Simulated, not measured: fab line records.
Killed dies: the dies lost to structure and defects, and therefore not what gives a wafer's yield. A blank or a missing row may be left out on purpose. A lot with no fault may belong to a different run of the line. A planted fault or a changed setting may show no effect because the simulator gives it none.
Which of the tools did it?	flow rit cmos	42 wafers from 14 lots sampled at 5 of the route's 202 steps

WHAT THE GAUGES READ, wafer by wafer
The record lacks any reading of a measuring or inspecting step that a usual standard deviation could be used to judge.

EACH LOT AND THE TOOL THAT RAN IT (in order: tool; ch and the chambers of the sampled wafers; start)
lot	RIT_ACTIVE_STRIP_14	RIT_NLDD_STRIP_09	RIT_NSD_STRIP_09	RIT_M1_STRIP_14	RIT_M1_PROBE_99
L219	plasma asher-01 ch 0,1, day 1 15:41	plasma asher-04 ch 0,1, day 2 22:11	plasma asher-04 ch 0,1, day 3 04:45	plasma asher-02 ch 0,1, day 3 12:21	prober-02, day 3 14:16
L221	plasma asher-01 ch 0,1, day 2 01:37	plasma asher-01 ch 0,1, day 3 05:32	plasma asher-03 ch 0,1, day 3 10:54	plasma asher-03 ch 0,1, day 3 19:16	prober-02, day 3 21:10
L222	plasma asher-03 ch 0,1, day 2 06:04	plasma asher-02 ch 0,1, day 3 09:23	plasma asher-03 ch 0,1, day 3 14:49	plasma asher-04 ch 0,1, day 3 22:30	prober-01, day 4 00:28
L223	plasma asher-04 ch 0,1, day 2 11:45	plasma asher-01 ch 0,1, day 3 14:43	plasma asher-03 ch 0,1, day 3 21:12	plasma asher-04 ch 0,1, day 4 04:58	prober-02, day 4 06:53
L224	plasma asher-03 ch 0,1, day 2 16:04	plasma asher-01 ch 0,1, day 3 20:52	plasma asher-04 ch 0,1, day 4 03:25	plasma asher-03 ch 0,1, day 4 11:05	prober-02, day 4 13:00
L226	plasma asher-04 ch 0,1, day 3 02:03	plasma asher-04 ch 0,1, day 4 10:01	plasma asher-03 ch 0,1, day 4 16:41	plasma asher-03 ch 0,1, day 5 00:30	prober-02, day 5 02:25
L229	plasma asher-03 ch 0,1, day 3 17:19	plasma asher-04 ch 0,1, day 5 01:47	plasma asher-04 ch 0,1, day 5 07:15	plasma asher-03 ch 0,1, day 5 14:56	prober-01, day 5 16:51
L230	plasma asher-01 ch 0,1, day 4 01:25	plasma asher-01 ch 0,1, day 5 06:10	plasma asher-01 ch 0,1, day 5 12:35	plasma asher-03 ch 0,1, day 5 20:35	prober-02, day 5 22:34
L231	plasma asher-03 ch 0,1, day 4 04:26	plasma asher-01 ch 0,1, day 5 09:51	plasma asher-03 ch 0,1, day 5 15:28	plasma asher-03 ch 0,1, day 5 23:10	prober-01, day 6 01:11
L234	plasma asher-01 ch 0,1, day 4 17:50	plasma asher-01 ch 0,1, day 5 23:00	plasma asher-01 ch 0,1, day 6 04:50	plasma asher-02 ch 0,1, day 6 12:32	prober-02, day 6 15:28
L235	plasma asher-03 ch 0,1, day 4 23:52	plasma asher-02 ch 0, day 6 03:11	plasma asher-03 ch 0,1, day 6 09:51	plasma asher-04 ch 1, day 6 17:32	prober-01, day 6 19:27
L236	plasma asher-01 ch 1, day 5 03:55	plasma asher-04 ch 0,1, day 6 14:11	plasma asher-01 ch 0, day 6 19:50	plasma asher-02 ch 0,1, day 7 03:38	prober-02, day 7 05:35
L237	plasma asher-03 ch 0,1, day 5 10:17	plasma asher-02 ch 0,1, day 6 19:44	plasma asher-04 ch 0,1, day 7 01:20	plasma asher-03 ch 0,1, day 7 09:16	prober-02, day 7 11:38
L241	plasma asher-04 ch 0,1, day 6 07:44	plasma asher-01 ch 0, day 7 17:34	plasma asher-03 ch 0,1, day 7 23:10	plasma asher-03 ch 1, day 8 07:16	prober-02, day 8 10:17
- RIT_ACTIVE_STRIP_14: strips in O2, time 180 s.
- RIT_NLDD_STRIP_09: strips in O2, time 180 s.
- RIT_NSD_STRIP_09: strips in O2, time 180 s.
- RIT_M1_STRIP_14: strips in O2, time 180 s.
- RIT_M1_PROBE_99

WHAT THE TOOLS THEMSELVES READ (means of the sampled wafers that have a number; where no wafer has one, the mark that the record gives instead)
RIT_ACTIVE_STRIP_14. Usual: drypump motor current A 5.7 A, standard deviation 0.5; rf refl power W 7.4 W, standard deviation 1.4.
lot	tool	drypump motor current A (A)	rf refl power W (W)	flag
L219	plasma asher-01	5.9	7.0	
L221	plasma asher-01	5.9	7.0	
L222	plasma asher-03	5.7	9.0	
L223	plasma asher-04	6.0	5.4	
L224	plasma asher-03	5.6	8.6	
L226	plasma asher-04	6.1	5.6	
L229	plasma asher-03	5.7	8.9	
L230	plasma asher-01	5.4	6.8	
L231	plasma asher-03	5.6	8.7	
L234	plasma asher-01	5.8	7.1	
L235	plasma asher-03	5.6	8.6	
L236	plasma asher-01	6.4	7.4	
L237	plasma asher-03	5.6	8.5	
L241	plasma asher-04	6.0	5.5	

RIT_NLDD_STRIP_09. Usual: drypump motor current A 5.6 A, standard deviation 0.68; rf refl power W 6.4 W, standard deviation 0.92.
lot	tool	drypump motor current A (A)	rf refl power W (W)	flag
L219	plasma asher-04	6.0	5.6	
L221	plasma asher-01	5.4	6.9	
L222	plasma asher-02	5.0	5.7	
L223	plasma asher-01	5.9	7.1	
L224	plasma asher-01	5.9	7.2	
L226	plasma asher-04	6.2	6.5	
L229	plasma asher-04	6.2	6.4	
L230	plasma asher-01	5.4	6.9	
L231	plasma asher-01	5.4	6.8	
L234	plasma asher-01	5.9	7.1	
L235	plasma asher-02	5.1	5.3	
L236	plasma asher-04	6.2	6.3	
L237	plasma asher-02	5.0	5.6	
L241	plasma asher-01	4.9	6.7	

RIT_NSD_STRIP_09. Usual: drypump motor current A 5.7 A, standard deviation 0.46; rf refl power W 7.6 W, standard deviation 1.5.
lot	tool	drypump motor current A (A)	rf refl power W (W)	flag
L219	plasma asher-04	6.0	5.6	
L221	plasma asher-03	5.6	8.7	
L222	plasma asher-03	5.6	8.7	
L223	plasma asher-03	5.6	8.6	
L224	plasma asher-04	6.0	5.7	
L226	plasma asher-03	5.6	8.7	
L229	plasma asher-04	6.2	6.3	
L230	plasma asher-01	5.4	6.9	
L231	plasma asher-03	5.6	8.6	
L234	plasma asher-01	5.9	7.0	
L235	plasma asher-03	5.7	9.2	
L236	plasma asher-01	4.9	6.8	
L237	plasma asher-04	6.0	5.6	
L241	plasma asher-03	5.6	8.4	

RIT_M1_STRIP_14. Usual: drypump motor current A 5.6 A, standard deviation 0.48; rf refl power W 7.2 W, standard deviation 1.7.
lot	tool	drypump motor current A (A)	rf refl power W (W)	flag
L219	plasma asher-02	4.9	6.0	
L221	plasma asher-03	5.7	9.2	
L222	plasma asher-04	6.0	5.4	
L223	plasma asher-04	6.2	6.3	
L224	plasma asher-03	5.6	8.6	
L226	plasma asher-03	5.6	8.6	
L229	plasma asher-03	5.6	8.6	
L230	plasma asher-03	5.6	8.6	
L231	plasma asher-03	5.7	9.3	
L234	plasma asher-02	5.0	5.7	
L235	plasma asher-04	5.9	4.7	
L236	plasma asher-02	4.9	5.9	
L237	plasma asher-03	5.7	9.0	
L241	plasma asher-03	5.6	9.5	

RIT_M1_PROBE_99. Usual: killed at contacts 0.1, standard deviation 0.28; killed at front end 7.0, standard deviation 2.9; killed dies 7.0, standard deviation 2.9; killed on rim 1.8, standard deviation 1.4; killed open 3.4, standard deviation 2.1; killed short 3.6, standard deviation 1.7.
lot	tool	killed at contacts	killed at front end	killed dies	killed on rim	killed open	killed short	flag
L219	prober-02	0.0	6.3	6.3	1.7	2.3	4.0	
L221	prober-02	0.7	5.0	5.7	1.7	2.3	3.3	
L222	prober-01	0.0	7.7	7.7	1.0	4.3	3.3	
L223	prober-02	0.0	8.0	8.0	1.3	4.0	4.0	
L224	prober-02	0.0	7.0	7.0	1.3	4.0	3.0	
L226	prober-02	0.0	5.3	5.3	1.0	1.7	3.7	
L229	prober-01	0.0	6.3	6.3	1.0	4.3	2.0	
L230	prober-02	0.0	7.7	7.7	1.0	2.7	5.0	
L231	prober-01	0.0	10.0	10.0	2.3	3.7	6.3	
L234	prober-02	0.0	9.3	9.3	2.7	5.3	4.0	
L235	prober-01	0.0	15.7	15.7	6.7	4.3	2.3	OFF
L236	prober-02	0.0	8.3	8.3	2.7	4.0	4.3	
L237	prober-02	0.0	15.0	15.0	8.0	2.0	3.7	OFF
L241	prober-02	0.0	6.0	6.0	1.3	2.7	3.3	

THE ANSWER, worked out from the rows above alone
Rule: a lot counts as off when the mean over its wafers that have a number is more than 3 standard deviations away from the usual mean. A lot without any number at a reading at which 4 lots or more have one is off too. All remaining lots with rows at the step are treated as sound. Order of review: gauges by route order, followed by the tools' own readings, for which a lot's mean as printed above is used. The first step at which some lot is off is used, and at that step the reading that is off furthest; a lot without a number counts as furthest.
Off, at RIT_M1_PROBE_99 on killed on rim: L235, L237.
A tool fits if, at that step or a process step before it, it ran every lot that is off, and no sound lot after the first of them. Can't be told from this: 2 tools fit, plasma asher-03 at RIT_ACTIVE_STRIP_14, plasma asher-02 at RIT_NLDD_STRIP_09.

WHAT HAD BEEN PUT IN BY THE SIMULATOR
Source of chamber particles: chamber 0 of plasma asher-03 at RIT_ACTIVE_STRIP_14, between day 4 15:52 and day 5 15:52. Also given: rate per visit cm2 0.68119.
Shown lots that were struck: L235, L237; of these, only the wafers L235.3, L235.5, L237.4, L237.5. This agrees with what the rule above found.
